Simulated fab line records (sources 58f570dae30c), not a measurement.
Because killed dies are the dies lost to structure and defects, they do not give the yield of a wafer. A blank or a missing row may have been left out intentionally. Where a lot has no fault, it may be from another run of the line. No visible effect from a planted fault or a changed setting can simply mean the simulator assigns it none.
Which of the tools did it? -- flow berkeley cmos170 -- 7 lots, 21 wafers sampled, at 1 step of a route of 331

## WHAT THE GAUGES SHOWED, per wafer
UCB170_ACTIVE_THK_MEAS_06.
lot,measured,on,ACTIVE_NITRIDE_THK (nm)
L746,day 6 01:24,film metro-03,215.3 218.3 216.5
L749,day 6 09:14,film metro-04,219.5 219.7 218.7
L750,day 6 16:15,film metro-04,222.0 218.4 220.4
L754,day 7 04:10,film metro-04,215.6 217.3 215.3
L755,day 7 10:51,film metro-04,221.2 221.1 220.1
L763,day 9 12:58,film metro-01,217.9 217.3 219.0
L766,day 10 02:29,film metro-01,218.6 217.2 219.4

## WHAT TOOL EACH LOT RAN ON (gives the tool, then ch and the chambers of the sampled wafers, and finally the start)
Before these readings, the record contains no process step.

## THE ANSWER, worked out from the rows above alone
Rule: the lots themselves supply what counts as usual. The widest of any qualifying gaps counts: lots, ordered by their means at a reading, are off when they make up no more than a third of the lots, leave a main group of 4 or more, and stand apart from it by 3 or more times the standard deviation of that group's means. A main group whose means are all the same, to the digits that the tables above print for the reading, isn't used. A lot without any number at a reading at which 4 lots or more have one is off too. Where the step has rows for the other lots, those lots are counted as sound.
Nothing can be told from this: no lot is off at any reading shown.

## WHAT THE SIMULATOR HAD PUT IN
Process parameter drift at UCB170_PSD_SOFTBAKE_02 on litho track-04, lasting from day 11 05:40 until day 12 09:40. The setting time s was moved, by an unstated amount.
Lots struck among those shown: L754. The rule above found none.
